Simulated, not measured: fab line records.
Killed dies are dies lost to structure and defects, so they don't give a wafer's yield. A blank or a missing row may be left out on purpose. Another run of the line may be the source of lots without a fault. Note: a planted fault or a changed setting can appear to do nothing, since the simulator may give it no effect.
fab line records	flow ritCmos
[record] lots = 7	wafers = 21	lastDay = 7
route steps=202 shown SDANNEAL@156 PSD@157 NSD@158 PLDD@159 NLDD@160 SILICIDE@161 CONTACT@168 M1@202
lots that met no fault: taken from a fault-free run of the same line
startH: start of the lot's first displayed wafer, in hours after the record's first day	waitH: hours elapsed since this lot's preceding step	" identical to the entry in the row above	L1.1+2: a single row standing in for several wafers	- value missing, or start not given	* or withheld: withheld	< > ~ a bound
route shown NAME@n: names a module that has steps shown in the file, with the first one's number in the route	usual: mean/standard deviation of fault-free wafers	same: alike in all rows	chamber/n: place in a boat	sites: readings site by site	_std_site: their standard deviation	_edge_site: the outer-site mean with the inner-site mean subtracted	radiusMm: how far each site lies from the wafer's centre	mask NAME#n: copy n	behind: the last tool/chamber to shape the wafer	hold: why the lot went on hold/how many hours it stayed there/how the hold came to an end	device: names the non-switching transistor (n, p or np)	end of line: the same wafers' tests at the end of the route	for a step that has no rows: nothing shown but its recipe	killed: dies that structure and defects cost at the first sort, which is not the same as the wafer's yield	map: per-die view of a wafer (x killed, . not killed, _ where there is no die)
set.NAME: the setting as run; set.NAME@STEP: as run at that earlier step	model.NAME: the simulator's own value behind a step, which no gauge read
certain route steps with their lots: each step a table, each wafer a row
services: the hour from which a tool's chamber was out of use, counted from the record's first day as startH (under 0 if before that day), plus the number of hours and why
[[steps]]
[step RIT_SDANNEAL_RTA_03]
[recipe] tempC = 1050	timeS = 5	idleTempC = 600	rampUpCPerS = 342	rampDownCPerS = 171	coolToC = 600	ambient = N2
[usual] wafer_temp_C_max = 1053.4/1.3
lot.wafer	tool	chamber	startH	waitH	wafer_temp_C_max
L320.1	rtpAnneal-01	0	64.93	0.0	1053.1
L320.2	"	0	"	"	1052.0
L320.4	"	0	"	"	1052.5
L327.2	rtpAnneal-02	0	105.41	0.0	1053.4
L327.3	"	0	"	"	1053.0
L327.5	"	0	"	"	1054.1
L328.1	rtpAnneal-01	0	110.75	0.0	1056.3
L328.3	"	0	"	"	1052.2
L328.4	"	0	"	"	1053.0
L329.1	rtpAnneal-02	0	113.44	0.0	1053.5
L329.2	"	0	"	"	1055.6
L329.3	"	0	"	"	1055.9
L331.1	rtpAnneal-02	0	126.43	0.0	1052.5
L331.2	"	0	"	"	1053.0
L331.3	"	0	"	"	1053.0
L337.1	rtpAnneal-02	0	154.84	0.0	1053.8
L337.3	"	0	"	"	1052.6
L337.6	"	0	"	"	1055.0
L338.2	rtpAnneal-01	0	166.42	0.0	1053.5
L338.3	"	0	"	"	1052.2
L338.6	"	0	"	"	1052.6
[step RIT_SDANNEAL_RS_MEAS_04]
[recipe] thkMeasGauge = four-point-probe
[usual] PSD_RS = 115.89/0.24
lot.wafer	tool	chamber	startH	waitH	PSD_RS[ohm/sq]
L320.1	filmMetro-04	-	64.98	0.0	115.84
L320.2	"	-	"	"	115.55
L320.4	"	-	"	"	115.91
L327.2	filmMetro-03	-	105.48	0.1	115.71
L327.3	"	-	"	"	115.95
L327.5	"	-	"	"	115.45
L328.1	filmMetro-03	-	110.81	0.0	115.67
L328.3	"	-	"	"	115.97
L328.4	"	-	"	"	115.87
L329.1	filmMetro-04	-	113.50	0.0	115.73
L329.2	"	-	"	"	115.71
L329.3	"	-	"	"	115.62
L331.1	filmMetro-03	-	126.49	0.0	116.46
L331.2	"	-	"	"	116.18
L331.3	"	-	"	"	116.32
L337.1	filmMetro-02	-	154.90	0.0	116.16
L337.3	"	-	"	"	116.06
L337.6	"	-	"	"	116.00
L338.2	filmMetro-03	-	166.49	0.1	116.22
L338.3	"	-	"	"	115.92
L338.6	"	-	"	"	116.20
[step RIT_SDANNEAL_RS_MEAS_05]
[recipe] thkMeasGauge = four-point-probe
[usual] NSD_RS = 84.6/0.31
lot.wafer	tool	chamber	startH	waitH	NSD_RS[ohm/sq]
L320.1	filmMetro-04	-	65.10	0.1	84.7
L320.2	"	-	"	"	84.8
L320.4	"	-	"	"	85.0
L327.2	filmMetro-03	-	105.60	0.1	84.8
L327.3	"	-	"	"	84.9
L327.5	"	-	"	"	85.2
L328.1	filmMetro-03	-	110.93	0.1	84.5
L328.3	"	-	"	"	84.5
L328.4	"	-	"	"	84.2
L329.1	filmMetro-04	-	113.62	0.1	83.8
L329.2	"	-	"	"	83.8
L329.3	"	-	"	"	83.8
L331.1	filmMetro-03	-	126.61	0.1	85.0
L331.2	"	-	"	"	84.7
L331.3	"	-	"	"	84.8
L337.1	filmMetro-02	-	155.02	0.1	84.7
L337.3	"	-	"	"	84.8
L337.6	"	-	"	"	84.9
L338.2	filmMetro-03	-	166.61	0.1	84.1
L338.3	"	-	"	"	84.3
L338.6	"	-	"	"	84.3
[step RIT_SDANNEAL_RS_MEAS_06]
[recipe] thkMeasGauge = four-point-probe
[usual] PLDD_RS = 180.0/0.53
lot.wafer	tool	chamber	startH	waitH	PLDD_RS[ohm/sq]
L320.1	filmMetro-04	-	65.22	0.1	179.7
L320.2	"	-	"	"	179.6
L320.4	"	-	"	"	179.7
L327.2	filmMetro-03	-	105.72	0.1	179.9
L327.3	"	-	"	"	179.3
L327.5	"	-	"	"	180.0
L328.1	filmMetro-03	-	111.05	0.1	179.6
L328.3	"	-	"	"	179.7
L328.4	"	-	"	"	179.5
L329.1	filmMetro-04	-	113.74	0.1	179.9
L329.2	"	-	"	"	179.5
L329.3	"	-	"	"	180.0
L331.1	filmMetro-03	-	126.73	0.1	180.5
L331.2	"	-	"	"	180.2
L331.3	"	-	"	"	180.5
L337.1	filmMetro-02	-	155.14	0.1	180.8
L337.3	"	-	"	"	180.8
L337.6	"	-	"	"	181.1
L338.2	filmMetro-03	-	166.73	0.1	179.7
L338.3	"	-	"	"	179.8
L338.6	"	-	"	"	179.8
[step RIT_SDANNEAL_RS_MEAS_07]
[recipe] thkMeasGauge = four-point-probe
[usual] NLDD_RS = 151.6/0.42
lot.wafer	tool	chamber	startH	waitH	NLDD_RS[ohm/sq]
L320.1	filmMetro-04	-	65.34	0.1	151.1
L320.2	"	-	"	"	151.9
L320.4	"	-	"	"	151.7
L327.2	filmMetro-03	-	105.84	0.1	151.5
L327.3	"	-	"	"	151.2
L327.5	"	-	"	"	151.2
L328.1	filmMetro-03	-	111.17	0.1	151.7
L328.3	"	-	"	"	153.1
L328.4	"	-	"	"	152.2
L329.1	filmMetro-04	-	113.86	0.1	151.9
L329.2	"	-	"	"	151.6
L329.3	"	-	"	"	151.3
L331.1	filmMetro-03	-	126.85	0.1	152.3
L331.2	"	-	"	"	152.3
L331.3	"	-	"	"	151.8
L337.1	filmMetro-02	-	155.26	0.1	151.9
L337.3	"	-	"	"	152.4
L337.6	"	-	"	"	151.9
L338.2	filmMetro-03	-	166.85	0.1	151.8
L338.3	"	-	"	"	151.2
L338.6	"	-	"	"	151.6
[step RIT_SILICIDE_WET_ETCH_00]
[recipe] chemistry = BOE	target = SiO2	targetDepthNm = 14	timeS = 15	dry = n2Spin	dilution = 10:1	tempC = 21.5
[step RIT_SILICIDE_SPUTTER_01]
[recipe] material = Ti	targetThkNm = 30	powerW = 361.5	chamberPressurePa = 0.667	gas = Ar	timeS = 240	substrateTempC = 25
[usual] throttleValvePct = 29.6/1.4
lot.wafer	tool	chamber	startH	waitH	throttleValvePct
L320.1	pvdSputter-02	-	65.48	0.0	28.3
L320.2	"	-	"	"	29.9
L320.4	"	-	"	"	31.4
L327.2	pvdSputter-04	-	105.95	0.0	27.6
L327.3	"	-	"	"	32.1
L327.5	"	-	"	"	32.0
L328.1	pvdSputter-02	-	111.30	0.0	28.6
L328.3	"	-	"	"	28.8
L328.4	"	-	"	"	30.0
L329.1	pvdSputter-04	-	113.99	0.0	31.8
L329.2	"	-	"	"	27.8
L329.3	"	-	"	"	29.6
L331.1	pvdSputter-01	-	126.99	0.0	28.2
L331.2	"	-	"	"	30.7
L331.3	"	-	"	"	30.0
L337.1	pvdSputter-02	-	155.39	0.0	28.7
L337.3	"	-	"	"	30.0
L337.6	"	-	"	"	28.7
L338.2	pvdSputter-01	-	166.96	0.0	30.4
L338.3	"	-	"	"	30.4
L338.6	"	-	"	"	30.6
[step RIT_SILICIDE_RS_MEAS_02]
[recipe] thkMeasGauge = four-point-probe	reads = Ti_of_SILICIDE_SPUTTER_01
[usual] SILICIDE_TI_RS = 46.0/0.65
lot.wafer	tool	chamber	startH	waitH	SILICIDE_TI_RS[ohm/sq]
L320.1	filmMetro-01	-	65.63	0.1	46.4
L320.2	"	-	"	"	46.1
L320.4	"	-	"	"	45.7
L327.2	filmMetro-01	-	106.12	0.1	45.9
L327.3	"	-	"	"	45.5
L327.5	"	-	"	"	45.3
L328.1	filmMetro-01	-	111.45	0.1	46.6
L328.3	"	-	"	"	46.7
L328.4	"	-	"	"	46.3
L329.1	filmMetro-02	-	114.14	0.1	45.8
L329.2	"	-	"	"	46.4
L329.3	"	-	"	"	46.9
L331.1	filmMetro-01	-	127.14	0.1	46.9
L331.2	"	-	"	"	45.3
L331.3	"	-	"	"	45.6
L337.1	filmMetro-02	-	155.54	0.1	45.9
L337.3	"	-	"	"	45.9
L337.6	"	-	"	"	46.7
L338.2	filmMetro-01	-	167.13	0.1	46.3
L338.3	"	-	"	"	46.9
L338.6	"	-	"	"	46.2
[step RIT_SILICIDE_THK_MEAS_03]
[recipe] thkMeasGauge = xrf	reads = Ti_of_SILICIDE_SPUTTER_01
[usual] SILICIDE_TI_THK = 30.7/0.36
lot.wafer	tool	chamber	startH	waitH	SILICIDE_TI_THK[nm]
L320.1	filmMetro-01	-	65.75	0.1	30.5
L320.2	"	-	"	"	30.5
L320.4	"	-	"	"	30.8
L327.2	filmMetro-01	-	106.23	0.1	30.6
L327.3	"	-	"	"	30.9
L327.5	"	-	"	"	31.1
L328.1	filmMetro-01	-	111.57	0.1	30.4
L328.3	"	-	"	"	30.1
L328.4	"	-	"	"	30.5
L329.1	filmMetro-02	-	114.26	0.1	31.0
L329.2	"	-	"	"	30.8
L329.3	"	-	"	"	30.5
L331.1	filmMetro-01	-	127.26	0.1	30.0
L331.2	"	-	"	"	30.8
L331.3	"	-	"	"	30.8
L337.1	filmMetro-02	-	155.66	0.1	31.0
L337.3	"	-	"	"	31.0
L337.6	"	-	"	"	30.5
L338.2	filmMetro-01	-	167.24	0.1	30.6
L338.3	"	-	"	"	30.3
L338.6	"	-	"	"	30.6
[step RIT_SILICIDE_RTA_04]
[recipe] tempC = 650	timeS = 10	idleTempC = 25	rampUpS = 5	rampDownS = 5	coolToC = 25	ambient = N2
[usual] wafer_temp_C_max = 653.6/1.1
lot.wafer	tool	chamber	startH	waitH	wafer_temp_C_max
L320.1	rtpAnneal-02	0	65.81	0.1	652.9
L320.2	"	0	"	"	653.7
L320.4	"	0	"	"	654.1
L327.2	rtpAnneal-01	0	106.29	0.1	652.0
L327.3	"	0	"	"	652.4
L327.5	"	0	"	"	651.8
L328.1	rtpAnneal-02	0	111.63	0.1	655.8
L328.3	"	0	"	"	654.9
L328.4	"	0	"	"	653.8
L329.1	rtpAnneal-01	0	114.32	0.1	652.8
L329.2	"	0	"	"	653.3
L329.3	"	0	"	"	652.3
L331.1	rtpAnneal-02	0	127.32	0.1	654.1
L331.2	"	0	"	"	654.1
L331.3	"	0	"	"	655.3
L337.1	rtpAnneal-01	0	155.72	0.1	652.1
L337.3	"	0	"	"	652.0
L337.6	"	0	"	"	652.0
L338.2	rtpAnneal-02	0	167.30	0.1	654.5
L338.3	"	0	"	"	653.8
L338.6	"	0	"	"	655.7
[step RIT_SILICIDE_WET_ETCH_05]
[recipe] chemistry = SPM	target = Ti	tempC = 90	timeS = 120	dry = n2Spin
[step RIT_SILICIDE_RTA_06]
[recipe] tempC = 750	timeS = 10	idleTempC = 25	rampUpS = 5	rampDownS = 10	coolToC = 25	ambient = N2
[usual] wafer_temp_C_max = 754.2/1.4
lot.wafer	tool	chamber	startH	waitH	wafer_temp_C_max
L320.1	rtpAnneal-01	0	65.91	0.0	752.4
L320.2	"	0	"	"	752.8
L320.4	"	0	"	"	753.3
L327.2	rtpAnneal-02	0	106.40	0.0	757.8
L327.3	"	0	"	"	755.3
L327.5	"	0	"	"	756.2
L328.1	rtpAnneal-01	0	111.74	0.0	752.4
L328.3	"	0	"	"	752.8
L328.4	"	0	"	"	753.8
L329.1	rtpAnneal-02	0	114.43	0.0	755.6
L329.2	"	0	"	"	756.0
L329.3	"	0	"	"	754.1
L331.1	rtpAnneal-02	0	127.42	0.0	755.6
L331.2	"	0	"	"	754.6
L331.3	"	0	"	"	754.3
L337.1	rtpAnneal-02	0	155.83	0.0	754.6
L337.3	"	0	"	"	755.3
L337.6	"	0	"	"	757.0
L338.2	rtpAnneal-01	0	167.41	0.0	752.7
L338.3	"	0	"	"	754.0
L338.6	"	0	"	"	752.7
[step RIT_CONTACT_CVD_00]
[recipe] material = SiO2	targetThkNm = 400	precursor = TEOS	tempC = 390	timeS = 61	rfW = 400
[usual] heaterPowerW = 337/48	rfFwdPowerW = 396.9/1.5
lot.wafer	tool	chamber	startH	waitH	heaterPowerW	rfFwdPowerW
L320.1	pecvd-02	0	65.98	0.1	371	397.3
L320.2	"	1	"	"	320	395.0
L320.4	"	2	"	"	315	396.5
L327.2	pecvd-01	1	106.46	0.0	-	-
L327.3	"	2	"	"	-	-
L327.5	"	0	"	"	-	-
L328.1	pecvd-03	0	111.81	0.1	-	-
L328.3	"	2	"	"	-	-
L328.4	"	1	"	"	-	-
L329.1	pecvd-02	2	114.49	0.1	-	-
L329.2	"	1	"	"	-	-
L329.3	"	0	"	"	-	-
L331.1	pecvd-03	0	127.49	0.1	339	395.5
L331.2	"	1	"	"	325	397.5
L331.3	"	2	"	"	379	398.3
L337.1	pecvd-03	2	155.90	0.1	328	396.2
L337.3	"	1	"	"	292	397.3
L337.6	"	2	"	"	341	396.0
L338.2	pecvd-02	1	167.46	0.0	287	396.1
L338.3	"	0	"	"	311	396.6
L338.6	"	0	"	"	335	400.6
[step RIT_CONTACT_HMDS_02]
[recipe] primeTimeS = 60	primeTempC = 140
[step RIT_CONTACT_COAT_03]
[recipe] resist = NOVOLAK	spinRpm = 3250	resistThkNm = 1000
[step RIT_CONTACT_SOFTBAKE_04]
[recipe] resist = NOVOLAK	tempC = 90	timeS = 60
[step RIT_CONTACT_EXPOSE_05]
[recipe] maskId = M11	na = 0.6	sourceShape = conventional	sigmaOuter = 0.5	targetCdNm = 1000	doseMj = 252.6
[step RIT_CONTACT_PEB_06]
[recipe] resist = NOVOLAK	tempC = withheld	timeS = withheld
[step RIT_CONTACT_DEVELOP_07]
[recipe] resist = NOVOLAK	developTimeS = 120	devTempC = 23
[step RIT_CONTACT_CD_MEAS_08]
[recipe] targetCdNm = 1000
[usual] cdNm = 1000.1/2
lot.wafer	tool	chamber	startH	waitH	cdNm
L320.1	cdSem-01	-	67.18	-	1000.7
L320.2	"	-	"	"	1000.1
L320.4	"	-	"	"	999.2
L327.2	cdSem-01	-	107.68	-	1001.8
L327.3	"	-	"	"	1001.0
L327.5	"	-	"	"	1001.2
L328.1	cdSem-01	-	113.16	-	999.1
L328.3	"	-	"	"	1001.3
L328.4	"	-	"	"	1000.8
L329.1	cdSem-01	-	115.70	-	997.1
L329.2	"	-	"	"	998.1
L329.3	"	-	"	"	999.4
L331.1	cdSem-02	-	128.57	-	1000.0
L331.2	"	-	"	"	999.3
L331.3	"	-	"	"	999.5
L337.1	cdSem-01	-	156.97	-	998.7
L337.3	"	-	"	"	1000.1
L337.6	"	-	"	"	998.8
L338.2	cdSem-02	-	168.93	-	1000.6
L338.3	"	-	"	"	1001.8
L338.6	"	-	"	"	1002.2
[step RIT_CONTACT_OVL_MEAS_09]
[usual] CONTACT_OVL = 0.0/1.3
lot.wafer	tool	chamber	startH	waitH	CONTACT_OVL[nm]
L320.1	overlay-01	-	67.30	0.1	-1.2
L320.2	"	-	"	"	-0.1
L320.4	"	-	"	"	0.9
L327.2	overlay-02	-	107.78	0.1	-0.5
L327.3	"	-	"	"	0.2
L327.5	"	-	"	"	2.1
L328.1	overlay-02	-	113.28	0.1	1.1
L328.3	"	-	"	"	-2.1
L328.4	"	-	"	"	0.1
L329.1	overlay-01	-	115.82	0.1	0.7
L329.2	"	-	"	"	-0.2
L329.3	"	-	"	"	-0.6
L331.1	overlay-01	-	128.69	0.1	0.8
L331.2	"	-	"	"	0.3
L331.3	"	-	"	"	2.3
L337.1	overlay-02	-	157.09	0.1	1.1
L337.3	"	-	"	"	0.1
L337.6	"	-	"	"	-0.1
L338.2	overlay-01	-	169.04	0.1	-0.1
L338.3	"	-	"	"	-0.5
L338.6	"	-	"	"	-2.1
[step RIT_CONTACT_HARDBAKE_10]
[recipe] resist = NOVOLAK	tempC = 140	timeS = 60
[step RIT_CONTACT_ETCH_11]
[recipe] targetDepthA = 4800	overEtchFrac = 0.2	stopOn = TiSi2	chemistry = CHF3/CF4/Ar	target = SiO2	CHF3_flow_sccm = 50	cf4FlowSccm = 10	Ar_flow_sccm = 100	O2_flow_sccm = 5	pressureMtorr = 100	rfW = 200	timeS = 320
[usual] CHF3_flow_sccm = 49.98/0.14	chamberPressureMTorr = 100.00/0.088	drypumpMotorCurrentA = 5.6/0.41	oesProductAu = 0.993/0.0096	throttleValvePct = 8.89/0.1
lot.wafer	tool	chamber	startH	waitH	CHF3_flow_sccm	chamberPressureMTorr	drypumpMotorCurrentA	oesProductAu	rfHoursCounterH	throttleValvePct	model.etch.depthNm	model.CONTACT.featureDepthNm
L320.1	rieDiel-01	3	67.49	0.1	49.95	100.06	5.9	0.985	127	8.85	405.4	405.4
L320.2	"	0	"	"	49.64	100.13	5.4	0.990	142	8.84	394.1	394.1
L320.4	"	3	"	"	50.17	100.10	5.9	0.985	-	8.85	401.5	401.5
L327.2	rieDiel-01	3	107.96	0.1	49.85	99.94	5.9	0.940	128	8.83	0	1e-09
L327.3	"	2	"	"	49.87	100.07	5.9	0.955	0	8.95	0	1e-09
L327.5	"	2	"	"	50.08	99.95	5.9	0.949	-	8.95	0	1e-09
L328.1	rieDiel-04	0	113.46	0.1	50.00	99.88	5.3	0.932	149	8.80	0	1e-09
L328.3	"	3	"	"	49.89	100.07	5.7	0.930	98	9.03	0	1e-09
L328.4	"	1	"	"	49.79	99.85	5.8	0.953	100	9.08	0	1e-09
L329.1	rieDiel-02	0	116.00	0.1	49.89	100.08	6.1	0.951	6	8.74	0	1e-09
L329.2	"	3	"	"	49.84	99.92	6.5	0.947	19	8.83	0	1e-09
L329.3	"	2	"	"	49.83	100.04	5.2	0.928	10	8.79	0	1e-09
L331.1	rieDiel-02	1	128.87	0.1	50.06	99.96	5.4	0.993	88	8.97	402.4	402.4
L331.2	"	0	"	"	50.04	100.15	6.1	1.011	6	8.73	399.1	399.1
L331.3	"	3	"	"	50.13	100.05	6.4	0.992	19	8.82	396.8	396.8
L337.1	rieDiel-01	2	157.28	0.1	49.91	100.06	5.9	1.006	1	8.95	397.6	397.6
L337.3	"	3	"	"	50.12	100.10	5.9	0.989	129	8.86	403.2	403.2
L337.6	"	3	"	"	50.24	100.03	5.9	1.000	-	8.86	407.4	407.4
L338.2	rieDiel-02	1	169.45	0.1	50.12	100.09	5.3	1.005	89	8.96	394	394
L338.3	"	2	"	"	50.27	99.93	5.2	0.979	11	8.79	398.5	398.5
L338.6	"	0	"	"	50.05	100.21	6.1	1.015	-	8.73	406.2	406.2
[step RIT_CONTACT_STRIP_12]
[recipe] chemistry = O2	timeS = 180	resist = NOVOLAK	platenTempC = withheld	powerW = 500	pressureMtorr = 4000	o2FlowSccm = 4000
[usual] chamberPressureMTorr = 4000/3.5	drypumpMotorCurrentA = 5.7/0.65
lot.wafer	tool	chamber	startH	waitH	chamberPressureMTorr	drypumpMotorCurrentA	rfHoursCounterH
L320.1	plasmaAsher-01	0	67.68	0.1	4005	4.9	42
L320.2	"	1	"	"	4007	6.4	42
L320.4	"	1	"	"	4004	6.4	-
L327.2	plasmaAsher-04	0	108.16	0.1	3995	6.4	33
L327.3	"	1	"	"	4002	5.9	-
L327.5	"	1	"	"	4000	5.9	-
L328.1	plasmaAsher-04	0	113.66	0.1	3995	6.4	34
L328.3	"	1	"	"	3997	5.9	-
L328.4	"	0	"	"	3998	6.3	-
L329.1	plasmaAsher-04	1	116.20	0.1	4004	5.9	34
L329.2	"	0	"	"	4004	6.3	34
L329.3	"	0	"	"	4001	6.3	-
L331.1	plasmaAsher-04	1	129.07	0.1	4002	5.9	36
L331.2	"	0	"	"	3995	6.3	36
L331.3	"	1	"	"	4004	5.9	-
L337.1	plasmaAsher-02	0	157.47	0.1	3999	5.1	4
L337.3	"	1	"	"	4004	4.7	-
L337.6	"	0	"	"	3998	5.1	-
L338.2	plasmaAsher-04	0	169.64	0.1	3997	6.3	39
L338.3	"	1	"	"	3999	5.9	-
L338.6	"	1	"	"	4002	5.9	-
[step RIT_CONTACT_CD_MEAS_90]
[recipe] targetCdNm = 1000
[usual] cdNm = 1000.2/2
lot.wafer	tool	chamber	startH	waitH	cdNm
L320.1	cdSem-01	-	67.86	0.1	1001.2
L320.2	"	-	"	"	999.5
L320.4	"	-	"	"	999.3
L327.2	cdSem-01	-	108.35	0.1	-
L327.3	"	-	"	"	-
L327.5	"	-	"	"	-
L328.1	cdSem-02	-	113.83	0.1	-
L328.3	"	-	"	"	-
L328.4	"	-	"	"	-
L329.1	cdSem-01	-	116.37	0.1	-
L329.2	"	-	"	"	-
L329.3	"	-	"	"	-
L331.1	cdSem-01	-	129.24	0.1	1000.0
L331.2	"	-	"	"	999.5
L331.3	"	-	"	"	999.9
L337.1	cdSem-02	-	157.65	0.1	998.4
L337.3	"	-	"	"	999.8
L337.6	"	-	"	"	998.1
L338.2	cdSem-02	-	169.84	0.1	1001.7
L338.3	"	-	"	"	1001.8
L338.6	"	-	"	"	1002.8
[step RIT_CONTACT_CLEAN_13]
[recipe] chemistry = SC1	mix = 3:3:50	timeS = 600	tempC = 75
[step RIT_M1_PROBE_99]
[usual] killedAtContacts = 0.1/0.28	killedAtFrontEnd = 7.0/2.9	killedDies = 7.0/2.9	killedOnRim = 1.8/1.4	killedOpen = 3.4/2.1	killedShort = 3.6/1.7
[same] grossDies = 264	killed_at_M0_to_M3 = 0	killed_at_M4_up = 0	killedAtBackSide = 0	killedAtOther = 0
lot.wafer	tool	chamber	startH	waitH	killedAtContacts	killedAtFrontEnd	killedDies	killedOnRim	killedOpen	killedShort
L320.1	prober-01	-	72.36	0.1	0	5	5	1	3	2
L320.2	prober-01	-	72.41	0.1	1	6	7	0	4	3
L320.4	prober-01	-	72.51	0.2	0	9	9	3	4	5
L327.2	prober-01	-	112.90	0.1	261	3	264	70	2	1
L327.3	prober-01	-	112.95	0.2	264	0	264	70	0	0
L327.5	prober-01	-	113.05	0.2	263	1	264	70	1	0
L328.1	prober-02	-	118.51	0.1	262	2	264	70	2	0
L328.3	prober-02	-	118.61	0.2	264	0	264	70	0	0
L328.4	prober-02	-	118.66	0.2	263	1	264	70	0	1
L329.1	prober-01	-	121.03	0.1	261	3	264	70	1	2
L329.2	prober-01	-	121.08	0.1	263	1	264	70	0	1
L329.3	prober-01	-	121.13	0.2	262	2	264	70	2	0
L331.1	prober-01	-	133.96	0.1	0	6	6	1	2	4
L331.2	prober-01	-	134.01	0.1	0	9	9	0	3	6
L331.3	prober-01	-	134.06	0.2	1	5	6	1	3	3
L337.1	prober-01	-	162.16	0.1	0	6	6	1	3	3
L337.3	prober-01	-	162.26	0.2	0	7	7	3	3	4
L337.6	prober-01	-	162.41	0.2	0	5	5	2	2	3
// killed by level:class
L320.1 FOX1:geometricParticle:short=1 GATE:geometricParticle:short=1 GATE:geometricParticle:open=1 REOX:geometricParticle:open=1 SILICIDE:geometricParticle:open=1
L320.2 FOX1:geometricParticle:short=3 GATE:geometricParticle:open=1 REOX:geometricParticle:open=1 SILICIDE:geometricParticle:open=1 CONTACT:geometricParticle:open=1
L320.4 FOX1:geometricParticle:short=3 GATE:geometricParticle:open=3 GATE:geometricParticle:short=2 SILICIDE:geometricParticle:open=1
L327.2 CONTACT:lostPattern=258 CONTACT:areaCvd=3 GATE:geometricParticle:open=1 SPACER:geometricParticle:open=1 SILICIDE:geometricParticle:short=1
L327.3 CONTACT:lostPattern=263 CONTACT:areaCvd=1
L327.5 CONTACT:lostPattern=262 GATE:geometricParticle:open=1 CONTACT:areaCvd=1
L328.1 CONTACT:lostPattern=261 FOX1:geometricParticle:open=1 GATE:geometricParticle:open=1 CONTACT:areaCvd=1
L328.3 CONTACT:lostPattern=263 CONTACT:areaCvd=1
L328.4 CONTACT:lostPattern=263 GATE:geometricParticle:short=1
L329.1 CONTACT:lostPattern=261 GATE:geometricParticle:open=1 GATE:geometricParticle:short=1 SPACER:geometricParticle:short=1
L329.2 CONTACT:lostPattern=263 REOX:geometricParticle:short=1
L329.3 CONTACT:lostPattern=262 GATE:geometricParticle:open=1 REOX:geometricParticle:open=1
L331.1 SILICIDE:geometricParticle:short=2 FOX2:geometricParticle:short=1 GATE:geometricParticle:short=1 SPACER:geometricParticle:open=1 SILICIDE:geometricParticle:open=1
L331.2 GATE:geometricParticle:short=2 SPACER:geometricParticle:open=2 SPACER:geometricParticle:short=2 SILICIDE:geometricParticle:short=2 SILICIDE:geometricParticle:open=1
L331.3 GATE:geometricParticle:open=2 SPACER:geometricParticle:short=2 SILICIDE:geometricParticle:short=1 CONTACT:geometricParticle:open=1
L337.1 REOX:geometricParticle:open=3 GATE:geometricParticle:short=2 REOX:geometricParticle:short=1
L337.3 REOX:geometricParticle:open=2 FOX1:geometricParticle:short=1 GATE:geometricParticle:open=1 GATE:geometricParticle:short=1 REOX:geometricParticle:short=1 SPACER:geometricParticle:short=1
L337.6 GATE:geometricParticle:open=2 GATE:geometricParticle:short=2 REOX:geometricParticle:short=1
// map L327.2 (x killed, . not)
________xxxxxxx_______
_____xxxxxxxxxxxxx____
____xxxxxxxxxxxxxxx___
___xxxxxxxxxxxxxxxxx__
__xxxxxxxxxxxxxxxxxxx_
__xxxxxxxxxxxxxxxxxxx_
_xxxxxxxxxxxxxxxxxxxxx
_xxxxxxxxxxxxxxxxxxxxx
_xxxxxxxxxxxxxxxxxxxxx
_xxxxxxxxxxxxxxxxxxxxx
__xxxxxxxxxxxxxxxxxxx_
__xxxxxxxxxxxxxxxxxxx_
___xxxxxxxxxxxxxxxxx__
____xxxxxxxxxxxxxxx___
_____xxxxxxxxxxxxx____
________xxxxxxx_______
// map L328.1 (x killed, . not)
________xxxxxxx_______
_____xxxxxxxxxxxxx____
____xxxxxxxxxxxxxxx___
___xxxxxxxxxxxxxxxxx__
__xxxxxxxxxxxxxxxxxxx_
__xxxxxxxxxxxxxxxxxxx_
_xxxxxxxxxxxxxxxxxxxxx
_xxxxxxxxxxxxxxxxxxxxx
_xxxxxxxxxxxxxxxxxxxxx
_xxxxxxxxxxxxxxxxxxxxx
__xxxxxxxxxxxxxxxxxxx_
__xxxxxxxxxxxxxxxxxxx_
___xxxxxxxxxxxxxxxxx__
____xxxxxxxxxxxxxxx___
_____xxxxxxxxxxxxx____
________xxxxxxx_______
[[services]]
tool	chamber	startH	hours	kind
pecvd-03	-	45.24	2.8	pm
pvdSputter-04	-	47.80	1.7	repair
rieDiel-01	1	53.71	25.6	repair
pecvd-03	-	54.41	5.5	pm
rieDiel-02	0	79.37	2.1	repair
rieDiel-01	2	84.99	-	clean
rieDiel-01	2	84.99	18.6	scheduledDown
rieDiel-01	2	84.99	18.6	ventCycle
pvdSputter-04	-	92.36	1.4	repair
rieDiel-01	-	96.40	0.7	repair
plasmaAsher-02	-	108.80	9.0	pm
plasmaAsher-02	0	108.80	9.0	ventCycle
plasmaAsher-02	1	108.80	9.0	ventCycle
pvdSputter-01	-	111.26	4.3	repair
plasmaAsher-02	0	117.80	-	clean
plasmaAsher-02	1	117.80	-	clean
rieDiel-04	2	122.30	1.8	repair
rtpAnneal-01	-	127.36	5.4	pm
pvdSputter-02	-	141.45	3.2	repair
rieDiel-04	0	148.42	-	clean
rieDiel-04	0	148.42	22.8	scheduledDown
pvdSputter-02	-	161.72	9.3	repair
pvdSputter-02	-	167.20	0.7	repair
pvdSputter-02	-	169.51	3.9	repair
[[key]]
[firstSign] step = RIT_CONTACT_CVD_00	reading = toolRecord	direction = missing
[effect] step = RIT_CONTACT_ETCH_11	reading = oesProductAu	direction = down	sigmas = 5.3	usual = 0.993	struck = 0.943
[effect] step = RIT_CONTACT_CD_MEAS_90	reading = cdNm	direction = missing
[effect] step = RIT_M1_PROBE_99	reading = killedAtContacts	direction = up	sigmas = 99+	usual = 0.1	struck = 262.6
[modelEffect] step = RIT_CONTACT_ETCH_11	value = etch.depthNm	without = 402.4	struck = 0
metAt RIT_CONTACT_CVD_00
struckWafers L327.2,L327.3,L327.5,L328.1,L328.3,L328.4,L329.1,L329.2,L329.3
laterRowsLeftOut L327.2,L327.3,L327.5,L328.1,L328.3,L328.4,L329.1,L329.2,L329.3
testerLeftOut L327,L328,L329
onsetBetween 65.98 106.46
[fault] kind = skippedStepWhole	tool = pecvd-01,pecvd-02,pecvd-03	chamber = -	onsetH = 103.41	steps = RIT_CONTACT_CVD_00	scope = struckLotsOnly
// testerLeftOut: of these lots the tester's yield and bins aren't shown, on N5 and GAA mostly nor the transistor test; their killed dies are dies lost to structure and defects alone, not to doping, threshold or leakage, so they don't give the yield
// laterRowsLeftOut: the simulator's readings of these wafers behind a module that went badly wrong aren't trusted and aren't shown, but for the sort
